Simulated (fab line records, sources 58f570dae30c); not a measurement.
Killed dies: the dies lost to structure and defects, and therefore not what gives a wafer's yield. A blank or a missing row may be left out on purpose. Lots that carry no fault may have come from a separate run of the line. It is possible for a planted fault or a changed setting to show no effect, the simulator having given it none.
The tool behind it: which one? + flow berkeley-cmos170 + 42 wafers from 14 lots sampled at 5 of the route's 331 steps

WHAT EACH GAUGE READ, for each wafer
UCB170_PWELL_THK_MEAS_03. Usual: for PWELL_OXIDE_THK the level is 26.3 nm and the standard deviation is 0.49.
| lot  | measured    | on            | PWELL_OXIDE_THK (nm) | flag |
|------|-------------|---------------|----------------------|------|
| L452 | day 2 18:56 | film-metro-02 | 27.1 26.9 26.8       |      |
| L453 | day 3 00:23 | film-metro-02 | 27.5 27.2 26.9       |      |
| L454 | day 3 00:23 | film-metro-03 | 26.1 26.8 26.4       |      |
| L455 | day 3 11:38 | film-metro-02 | 25.9 25.7 25.7       |      |
| L456 | day 3 15:53 | film-metro-03 | 26.5 26.2 26.5       |      |
| L458 | day 4 01:22 | film-metro-03 | 26.1 26.3 26.3       |      |
| L457 | day 4 01:24 | film-metro-03 | 26.2 26.6 26.4       |      |
| L459 | day 4 01:26 | film-metro-02 | 26.2 26.4 26.6       |      |
| L465 | day 5 09:44 | film-metro-02 | 25.5 25.7 25.9       |      |
| L467 | day 5 22:18 | film-metro-04 | 27.4 27.5 27.0       |      |
| L469 | day 6 07:31 | film-metro-02 | 26.8 27.0 26.6       |      |
| L470 | day 6 07:31 | film-metro-04 | 26.1 26.6 27.0       |      |
| L472 | day 7 00:07 | film-metro-04 | 26.1 26.1 26.2       |      |
| L473 | day 7 00:08 | film-metro-03 | 25.3 25.7 25.5       |      |

UCB170_ACTIVE_THK_MEAS_03. Usual: for ACTIVE_OXIDE_THK the level is 26.2 nm and the standard deviation is 0.45.
| lot  | measured    | on            | ACTIVE_OXIDE_THK (nm) | flag |
|------|-------------|---------------|-----------------------|------|
| L452 | day 4 02:34 | film-metro-02 | 26.0 26.5 25.8        |      |
| L453 | day 4 02:34 | film-metro-04 | 26.6 25.9 25.9        |      |
| L454 | day 4 02:34 | film-metro-01 | 26.4 26.3 26.5        |      |
| L455 | day 4 17:13 | film-metro-01 | 27.2 27.1 27.5        |      |
| L456 | day 5 05:28 | film-metro-02 | 26.5 26.1 26.4        |      |
| L458 | day 5 11:32 | film-metro-04 | 26.1 26.1 26.2        |      |
| L457 | day 5 11:31 | film-metro-02 | 25.6 26.2 25.7        |      |
| L459 | day 5 11:32 | film-metro-01 | 26.3 26.4 26.6        |      |
| L465 | day 6 13:05 | film-metro-04 | 26.9 26.5 26.6        |      |
| L467 | day 7 05:03 | film-metro-01 | 25.5 26.3 26.4        |      |
| L469 | day 7 12:15 | film-metro-01 | 25.8 26.1 25.4        |      |
| L470 | day 7 12:11 | film-metro-01 | 25.5 26.0 26.2        |      |
| L472 | day 8 04:33 | film-metro-01 | 25.9 25.7 25.9        |      |
| L473 | day 8 04:34 | film-metro-04 | 26.1 26.5 25.9        |      |

UCB170_SACOX_THK_MEAS_02. Usual: for SACOX_OXIDE_THK the level is 14.24 nm and the standard deviation is 0.26.
| lot  | measured    | on            | SACOX_OXIDE_THK (nm) | flag |
|------|-------------|---------------|----------------------|------|
| L452 | day 5 12:32 | film-metro-01 | 14.16 14.30 14.38    |      |
| L453 | day 5 12:32 | film-metro-03 | 14.04 14.28 14.08    |      |
| L454 | day 5 12:32 | film-metro-04 | 13.74 13.88 14.21    |      |
| L455 | day 6 02:29 | film-metro-04 | 14.28 13.83 14.07    |      |
| L456 | day 6 18:38 | film-metro-03 | 14.27 14.31 14.44    |      |
| L458 | day 6 18:35 | film-metro-04 | 14.02 14.23 14.56    |      |
| L457 | day 6 18:34 | film-metro-03 | 14.35 14.33 14.65    |      |
| L459 | day 6 18:35 | film-metro-01 | 14.47 14.44 14.55    |      |
| L465 | day 7 15:13 | film-metro-04 | 14.21 14.25 14.41    |      |
| L467 | day 8 07:44 | film-metro-03 | 14.15 14.04 14.16    |      |
| L469 | day 8 15:31 | film-metro-01 | 14.01 14.29 14.09    |      |
| L470 | day 8 15:31 | film-metro-03 | 14.25 14.16 14.22    |      |
| L472 | day 9 09:16 | film-metro-03 | 14.50 14.62 14.71    |      |
| L473 | day 9 09:17 | film-metro-04 | 14.72 14.45 14.76    |      |

UCB170_NVT_TW_MEAS_09. Usual: for NVT_TW the level is 522 and the standard deviation is 7.3.
| lot  | measured    | on            | NVT_TW      | flag |
|------|-------------|---------------|-------------|------|
| L452 | day 5 21:02 | film-metro-03 | 514 510 513 |      |
| L453 | day 5 20:47 | film-metro-01 | 533 532 531 |      |
| L454 | day 5 21:19 | film-metro-01 | 536 533 536 |      |
| L455 | day 6 13:46 | film-metro-02 | 517 520 516 |      |
| L456 | day 7 02:49 | film-metro-02 | 521 519 522 |      |
| L458 | day 7 02:50 | film-metro-03 | 436 435 437 | OFF  |
| L457 | day 7 03:06 | film-metro-02 | 519 519 520 |      |
| L459 | day 7 03:07 | film-metro-01 | 448 447 445 | OFF  |
| L465 | day 8 01:07 | film-metro-02 | 525 525 524 |      |
| L467 | day 8 18:23 | film-metro-03 | 511 511 512 |      |
| L469 | day 8 23:16 | film-metro-01 | 531 533 530 |      |
| L470 | day 8 23:29 | film-metro-02 | 524 523 522 |      |
| L472 | day 9 16:23 | film-metro-01 | 528 530 528 |      |
| L473 | day 9 16:18 | film-metro-03 | 516 512 512 |      |

TOOL THAT RAN EACH LOT (tool first, then ch and the chambers of the sampled wafers, then the start)
| lot  | UCB170_NVT_IMPLANT_07          |
|------|--------------------------------|
| L452 | implanter-02 ch 0, day 5 20:47 |
| L453 | implanter-03 ch 0, day 5 20:32 |
| L454 | implanter-03 ch 0, day 5 21:04 |
| L455 | implanter-02 ch 0, day 6 13:32 |
| L456 | implanter-04 ch 0, day 7 02:34 |
| L458 | implanter-02 ch 0, day 7 02:37 |
| L457 | implanter-04 ch 0, day 7 02:51 |
| L459 | implanter-02 ch 0, day 7 02:52 |
| L465 | implanter-03 ch 0, day 8 00:52 |
| L467 | implanter-04 ch 0, day 8 18:08 |
| L469 | implanter-03 ch 0, day 8 23:01 |
| L470 | implanter-04 ch 0, day 8 23:16 |
| L472 | implanter-04 ch 0, day 9 16:10 |
| L473 | implanter-03 ch 0, day 9 16:05 |
- UCB170_NVT_IMPLANT_07

WHAT THE TOOLS THEMSELVES READ (means of the sampled wafers that have a number; where no wafer has one, the mark that the record gives instead)
UCB170_NVT_IMPLANT_07. Usual: dose-ions-cm2 3e+12, standard deviation 3.2e+09; faraday-current-uA 9.52, standard deviation 0.19; tilt-deg 7.004 degrees, standard deviation 0.018.
| lot  | tool         | dose-ions-cm2 | faraday-current-uA | tilt-deg (degrees) | flag |
|------|--------------|---------------|--------------------|--------------------|------|
| L452 | implanter-02 | 3e+12         | 9.58               | 7.009              |      |
| L453 | implanter-03 | 3e+12         | 9.41               | 6.991              |      |
| L454 | implanter-03 | 3e+12         | 9.60               | 7.005              |      |
| L455 | implanter-02 | 3e+12         | 9.64               | 6.986              |      |
| L456 | implanter-04 | 3e+12         | 9.47               | 6.984              |      |
| L458 | implanter-02 | 2e+12         | 5.48               | 6.985              | OFF  |
| L457 | implanter-04 | 3e+12         | 9.65               | 7.023              |      |
| L459 | implanter-02 | 2e+12         | 5.40               | 7.012              | OFF  |
| L465 | implanter-03 | 3e+12         | 9.60               | 7.015              |      |
| L467 | implanter-04 | 3e+12         | 9.64               | 7.016              |      |
| L469 | implanter-03 | 3e+12         | 9.64               | 6.992              |      |
| L470 | implanter-04 | 3e+12         | 9.39               | 7.002              |      |
| L472 | implanter-04 | 3e+12         | 9.61               | 7.017              |      |
| L473 | implanter-03 | 3e+12         | 9.59               | 6.992              |      |

THE ANSWER, worked out from the rows above alone
Rule: a lot is off if the mean of its wafers that have a number lies more than 3 standard deviations from the usual mean. Also off: a lot with no number at a reading for which 4 or more lots have one. Where the step has rows for the other lots, those lots are counted as sound. Order of review: gauges by route order, followed by the tools' own readings, for which a lot's mean as printed above is used. The first step at which some lot is off is used, and at that step the reading that is off furthest; a lot without a number counts as furthest.
Off: L458, L459, at UCB170_NVT_TW_MEAS_09 (NVT_TW).
A tool fits if, at a process step before that reading, it ran every lot that is off, and no sound lot after the first of them. The gauges at UCB170_NVT_TW_MEAS_09 aren't tried: what is off there is off at UCB170_NVT_IMPLANT_07 too, on other tools, and a gauge's error can't cause that. One fits: implanter-02 at UCB170_NVT_IMPLANT_07. Its last sound lot is L455 (day 6 13:32), its first lot that is off L458 (day 7 02:37): a fault that began between those two fits.
The tool's own readings at UCB170_NVT_IMPLANT_07 bear it out: on the lots that are off they differ by more than 5 times the standard deviation of the sound lots' means. dose-ions-cm2 reads 2e+12 there against 3e+12 on the sound lots; faraday-current-uA reads 5.44 there against 9.57 on the sound lots.

WHAT THE SIMULATOR HAD PUT IN
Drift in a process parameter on implanter-02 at UCB170_NVT_IMPLANT_07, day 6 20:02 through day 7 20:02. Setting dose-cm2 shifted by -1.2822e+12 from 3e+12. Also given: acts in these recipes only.
Lots struck among those shown: L458, L459. Same finding as the rule above.
